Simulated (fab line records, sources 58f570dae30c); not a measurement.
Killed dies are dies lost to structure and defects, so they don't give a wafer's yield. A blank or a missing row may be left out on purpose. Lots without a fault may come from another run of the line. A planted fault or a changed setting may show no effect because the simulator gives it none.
One fault seen from 2 desks | flow berkeley_cmos170 | each desk has only its own numbers; what lay behind them comes last

THE METROLOGY DESK
What the gauges read, lot by lot, whatever tool the lot ran on: means of the sampled wafers that have a number. A lot is out of limits, marked OUT, if its mean lies more than 4 standard deviations from the usual mean; the brackets give that distance.
Columns: A = cd_nm at UCB170_V1_CD_MEAS_90, usual 699.6 nm
lot  | first seen here | A
L600 | day 8 02:31     | 699.0
L602 | day 8 21:05     | 700.3
L604 | day 8 22:11     | 699.7
L601 | day 8 23:26     | 698.8
L605 | day 9 14:25     | 703.0
L606 | day 9 22:37     | 699.4
L608 | day 10 00:42    | 700.1
L607 | day 10 00:51    | 701.9
L610 | day 10 15:30    | 699.2
L611 | day 10 15:33    | 696.8
L615 | day 11 16:58    | 699.4
L617 | day 12 11:10    | 699.3
L620 | day 12 15:19    | 697.2
L621 | day 13 04:59    | 699.0
This desk's finding: nothing out of limits on any of the 14 lots.

THE TOOL OWNER'S DESK: rie_diel-03
The tool's own readings at UCB170_CONTACT_ETCH_18 (etches PSG in CHF3/CF4/Ar, stops on TiSi2, target depth 840 nm, time 195 s): means of the sampled wafers that have a number, for each lot that ran on this tool. A lot is out of limits, marked OUT, if its mean lies more than 4 standard deviations from the usual mean; the brackets give that distance.
Columns: A = cf4_flow_sccm at UCB170_CONTACT_ETCH_18, usual 15.01 sccm; B = drypump_motor_current_A at UCB170_CONTACT_ETCH_18, usual 5.8 A; C = oes_product_au at UCB170_CONTACT_ETCH_18, usual 0.887 a.u.; D = run_length_s at UCB170_CONTACT_ETCH_18, usual 223.4 s; E = throttle_valve_pct at UCB170_CONTACT_ETCH_18, usual 6.88 %
lot  | first seen here | A     | B   | C     | D               | E
L602 | day 8 12:00     | 14.99 | 5.8 | 0.890 | 223.8           | 6.88
L601 | day 8 17:00     | 14.99 | 5.4 | 0.883 | 223.9           | 6.92
L608 | day 9 16:00     | 15.04 | 5.4 | 0.875 | 223.9           | 6.96
L611 | day 10 07:00    | 15.01 | 5.3 | 0.878 | 224.0           | 6.82
L615 | day 11 10:00    | 14.98 | 5.9 | 0.907 | 216.8 (-14) OUT | 6.92
L620 | day 12 08:00    | 14.99 | 5.4 | 0.927 | 216.7 (-14) OUT | 6.92
This desk's finding: out of limits on L615, L620; first on L615, day 11 10:00 (run_length_s at UCB170_CONTACT_ETCH_18). In limits: L602, L601, L608, L611.

PUT TOGETHER
The tool owner's desk could have raised an alarm at day 11 10:00, on L615, L620.
The metrology desk saw nothing out of limits.
The metrology desk has L615, L620 on record, within its limits.
Of the lots named, all ran UCB170_CONTACT_ETCH_18 on rie_diel-03.

WHAT THE SIMULATOR HAD PUT IN
Process parameter drift: rie_diel-03, from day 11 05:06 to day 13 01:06, at UCB170_CONTACT_ETCH_18. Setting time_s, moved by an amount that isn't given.
Lots struck among those shown: L615, L620.
Hours from the fault's start to each desk's first reading out of limits: the tool owner's desk, 5.
